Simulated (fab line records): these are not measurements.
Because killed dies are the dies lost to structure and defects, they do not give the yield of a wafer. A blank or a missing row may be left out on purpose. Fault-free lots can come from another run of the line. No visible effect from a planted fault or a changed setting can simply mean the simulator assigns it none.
Which tool is to blame? | flow berkeleyCmos170 | 14 lots with 42 wafers sampled at 6 steps, on a route of 331 steps

## WHAT THE GAUGES READ, wafer by wafer
UCB170_SACOX_THK_MEAS_02.
lot  | measured    | on           | SACOX_OXIDE_THK (nm)
L386 | day 4 23:38 | filmMetro-04 | 14.50 14.75 14.78
L387 | day 5 09:41 | filmMetro-04 | 14.40 14.59 14.53
L389 | day 5 09:45 | filmMetro-03 | 14.53 14.30 14.62
L390 | day 5 22:18 | filmMetro-02 | 13.99 14.40 14.31
L392 | day 5 22:20 | filmMetro-03 | 14.10 14.35 14.02
L391 | day 6 07:57 | filmMetro-02 | 14.15 14.03 14.28
L393 | day 6 07:57 | filmMetro-04 | 13.83 13.82 13.82
L395 | day 6 16:12 | filmMetro-02 | 14.72 14.55 14.69
L399 | day 7 20:08 | filmMetro-03 | 14.15 14.16 14.13
L402 | day 8 08:52 | filmMetro-04 | 14.47 14.65 14.47
L404 | day 8 13:07 | filmMetro-03 | 14.46 14.28 14.31
L405 | day 9 06:23 | filmMetro-02 | 14.56 14.59 14.38
L406 | day 9 06:25 | filmMetro-04 | 14.58 14.71 14.53
L407 | day 9 17:02 | filmMetro-04 | 14.08 14.43 14.03

UCB170_SDANNEAL_RS_MEAS_02: uses a four-point probe to measure.
lot  | measured     | on           | PSD_RS (ohm/sq)
L386 | day 6 17:07  | filmMetro-03 | 75.95 75.71 76.07
L387 | day 6 22:07  | filmMetro-02 | 75.46 75.38 75.76
L389 | day 6 22:23  | filmMetro-01 | 76.07 75.89 75.94
L390 | day 7 21:18  | filmMetro-01 | 75.37 75.76 75.57
L392 | day 7 21:11  | filmMetro-02 | 75.96 76.32 75.46
L391 | day 8 03:25  | filmMetro-02 | 75.69 75.56 75.85
L393 | day 8 03:08  | filmMetro-03 | 75.67 75.80 75.57
L395 | day 8 11:02  | filmMetro-03 | 75.64 75.68 75.38
L399 | day 9 12:29  | filmMetro-03 | 75.33 75.32 75.32
L402 | day 10 01:08 | filmMetro-03 | 104.97 104.47 105.08
L404 | day 10 06:56 | filmMetro-01 | 105.29 105.10 105.36
L405 | day 10 19:39 | filmMetro-01 | 104.72 104.74 105.13
L406 | day 10 19:46 | filmMetro-02 | 75.58 75.98 75.53
L407 | day 11 05:17 | filmMetro-01 | 75.78 75.20 75.89

UCB170_SDANNEAL_RS_MEAS_03: uses a four-point probe to measure.
lot  | measured     | on           | NSD_RS (ohm/sq)
L386 | day 6 17:14  | filmMetro-03 | 37.14 37.33 37.27
L387 | day 6 22:14  | filmMetro-02 | 37.39 37.25 37.34
L389 | day 6 22:30  | filmMetro-01 | 37.51 37.46 37.47
L390 | day 7 21:25  | filmMetro-01 | 37.24 37.39 37.40
L392 | day 7 21:18  | filmMetro-02 | 37.42 37.35 37.27
L391 | day 8 03:32  | filmMetro-02 | 37.25 37.24 37.29
L393 | day 8 03:16  | filmMetro-03 | 37.23 37.20 37.21
L395 | day 8 11:09  | filmMetro-03 | 37.18 37.20 37.35
L399 | day 9 12:37  | filmMetro-03 | 37.27 37.31 37.17
L402 | day 10 01:15 | filmMetro-03 | 40.57 40.63 40.53
L404 | day 10 07:04 | filmMetro-01 | 40.70 40.78 40.74
L405 | day 10 19:46 | filmMetro-01 | 40.71 40.75 40.66
L406 | day 10 19:53 | filmMetro-02 | 37.19 37.27 37.29
L407 | day 11 05:24 | filmMetro-01 | 37.35 37.21 37.28

UCB170_SDANNEAL_RS_MEAS_04: uses a four-point probe to measure.
lot  | measured     | on           | PLDD_RS (ohm/sq)
L386 | day 6 17:22  | filmMetro-03 | 1032.9 1031.2 1031.0
L387 | day 6 22:22  | filmMetro-02 | 1032.2 1029.3 1032.7
L389 | day 6 22:37  | filmMetro-01 | 1033.9 1034.5 1036.3
L390 | day 7 21:32  | filmMetro-01 | 1034.7 1033.5 1035.3
L392 | day 7 21:25  | filmMetro-02 | 1039.5 1035.9 1038.5
L391 | day 8 03:39  | filmMetro-02 | 1035.6 1031.5 1032.0
L393 | day 8 03:23  | filmMetro-03 | 1030.0 1033.3 1033.0
L395 | day 8 11:16  | filmMetro-03 | 1030.2 1031.1 1032.0
L399 | day 9 12:44  | filmMetro-03 | 1029.8 1032.9 1032.4
L402 | day 10 01:22 | filmMetro-03 | 1050.0 1052.6 1050.6
L404 | day 10 07:11 | filmMetro-01 | 1048.9 1047.3 1049.3
L405 | day 10 19:53 | filmMetro-01 | 1045.5 1046.2 1044.7
L406 | day 10 20:01 | filmMetro-02 | 1032.1 1030.2 1030.9
L407 | day 11 05:31 | filmMetro-01 | 1031.0 1027.0 1033.7

## TOOL THAT RAN EACH LOT (tool first, then ch and the chambers of the sampled wafers, then the start)
lot  | UCB170_PVT_STRIP_08                 | UCB170_SDANNEAL_RTA_01
L386 | plasmaAsher-03 ch 0,1, day 5 12:53  | rtpAnneal-02 ch 0, day 6 17:04
L387 | plasmaAsher-03 ch 0,1, day 5 18:53  | rtpAnneal-02 ch 0, day 6 22:03
L389 | plasmaAsher-03 ch 0,1, day 5 19:09  | rtpAnneal-02 ch 0, day 6 22:18
L390 | plasmaAsher-02 ch 0,1, day 6 10:14  | rtpAnneal-02 ch 0, day 7 21:14
L392 | plasmaAsher-03 ch 0,1, day 6 09:56  | rtpAnneal-01 ch 0, day 7 21:05
L391 | plasmaAsher-03 ch 0,1, day 6 19:38  | rtpAnneal-02 ch 0, day 8 03:21
L393 | plasmaAsher-02 ch 0, day 6 19:31    | rtpAnneal-01 ch 0, day 8 03:05
L395 | plasmaAsher-02 ch 0,1, day 7 05:51  | rtpAnneal-01 ch 0, day 8 10:56
L399 | plasmaAsher-02 ch 0,1, day 8 09:45  | rtpAnneal-01 ch 0, day 9 12:25
L402 | plasmaAsher-01 ch 0,1, day 8 20:21  | rtpAnneal-02 ch 0, day 10 01:02
L404 | plasmaAsher-03 ch 0,1, day 9 04:17  | rtpAnneal-02 ch 0, day 10 06:53
L405 | plasmaAsher-01 ch 0,1, day 9 18:32  | rtpAnneal-02 ch 0, day 10 19:35
L406 | plasmaAsher-01 ch 0,1, day 9 18:50  | rtpAnneal-01 ch 0, day 10 19:38
L407 | plasmaAsher-02 ch 0,1, day 10 04:04 | rtpAnneal-01 ch 0, day 11 05:13
- UCB170_PVT_STRIP_08: strips in O2.
- UCB170_SDANNEAL_RTA_01: time 5 s.

## AS READ BY THE TOOLS THEMSELVES (means over the sampled wafers that have a number; for cases with no such wafer, the mark the record gives instead)
UCB170_PVT_STRIP_08.
lot  | tool           | chamberPressureMTorr (mTorr) | drypumpMotorCurrentA (A) | oesProductAu (a.u.) | stripTimeToEndpointS (s)
L386 | plasmaAsher-03 | 3496                         | 5.32                     | 0.734               | 21.65
L387 | plasmaAsher-03 | 3503                         | 5.35                     | 0.737               | 21.69
L389 | plasmaAsher-03 | 3503                         | 5.30                     | 0.731               | 21.64
L390 | plasmaAsher-02 | 3502                         | 5.39                     | 0.732               | 21.66
L392 | plasmaAsher-03 | 3497                         | 5.29                     | 0.735               | 21.58
L391 | plasmaAsher-03 | 3500                         | 5.30                     | 0.734               | 21.63
L393 | plasmaAsher-02 | 3502                         | 5.05                     | 0.734               | 21.59
L395 | plasmaAsher-02 | 3500                         | 5.23                     | 0.729               | 21.68
L399 | plasmaAsher-02 | 3500                         | 5.41                     | 0.731               | 21.60
L402 | plasmaAsher-01 | 3499                         | 5.46                     | 0.739               | 21.60
L404 | plasmaAsher-03 | 3502                         | 5.31                     | 0.736               | 21.64
L405 | plasmaAsher-01 | 3501                         | 5.68                     | 0.734               | 21.58
L406 | plasmaAsher-01 | 3500                         | 5.67                     | 0.735               | 21.69
L407 | plasmaAsher-02 | 3498                         | 5.22                     | 0.736               | 21.71

UCB170_SDANNEAL_RTA_01.
lot  | tool         | annealTempCMax | lampPowerPct (%) | wafer_temp_C_max
L386 | rtpAnneal-02 | 1056.0         | 30.2             | 1054.0
L387 | rtpAnneal-02 | 1054.8         | 30.2             | 1054.2
L389 | rtpAnneal-02 | 1054.6         | 30.2             | 1054.3
L390 | rtpAnneal-02 | 1056.4         | 30.2             | 1053.4
L392 | rtpAnneal-01 | 1054.8         | 36.2             | 1055.0
L391 | rtpAnneal-02 | 1054.5         | 30.2             | 1052.8
L393 | rtpAnneal-01 | 1054.1         | 36.2             | 1055.5
L395 | rtpAnneal-01 | 1053.6         | 36.2             | 1055.5
L399 | rtpAnneal-01 | 1054.5         | 36.3             | 1054.4
L402 | rtpAnneal-02 | 1055.0         | 30.3             | 1053.1
L404 | rtpAnneal-02 | 1055.3         | 30.3             | 1054.2
L405 | rtpAnneal-02 | 1055.2         | 30.3             | 1053.4
L406 | rtpAnneal-01 | 1054.2         | 36.3             | 1054.8
L407 | rtpAnneal-01 | 1054.0         | 36.3             | 1055.6

## THE ANSWER, worked out from the rows above alone
Rule: the lots themselves supply what counts as usual. Put in order of their means at a reading, lots are off if they are a third of the lots or fewer, leave a main group of 4 or more, and stand apart from it by a gap of 3 or more times the standard deviation of the main group's means; of several such gaps the widest counts. If all means in a main group match to the digits the tables above print for the reading, that group is not used. A lot without any number at a reading at which 4 lots or more have one is off too. The other lots that the step has rows for count as sound. First the gauges in route order, then the tools' own readings, where a lot's mean is used as printed above. The first step at which some lot is off is used, and at that step the reading that is off furthest; a lot without a number counts as furthest.
Off: L402, L404, L405, seen at UCB170_SDANNEAL_RS_MEAS_02 (PSD_RS). The main group has a mean of 75.68 ohm/sq with a standard deviation of 0.18.
If a tool, at a process step before that reading, ran all the lots that are off and no sound lot after the first of them, it fits. Those tools and the gauges at UCB170_SDANNEAL_RS_MEAS_02 are tried in the same way. One candidate fits, namely rtpAnneal-02 at UCB170_SDANNEAL_RTA_01. Its last sound lot is L391 (day 8 03:21), its first lot that is off L402 (day 10 01:02): a fault that began between those two fits.

## WHAT WAS PUT IN BY THE SIMULATOR
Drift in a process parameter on rtpAnneal-02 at UCB170_SDANNEAL_RTA_01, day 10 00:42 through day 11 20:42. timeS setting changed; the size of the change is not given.
Lots struck among those shown: L402, L404, L405. The rule above reached the same finding.
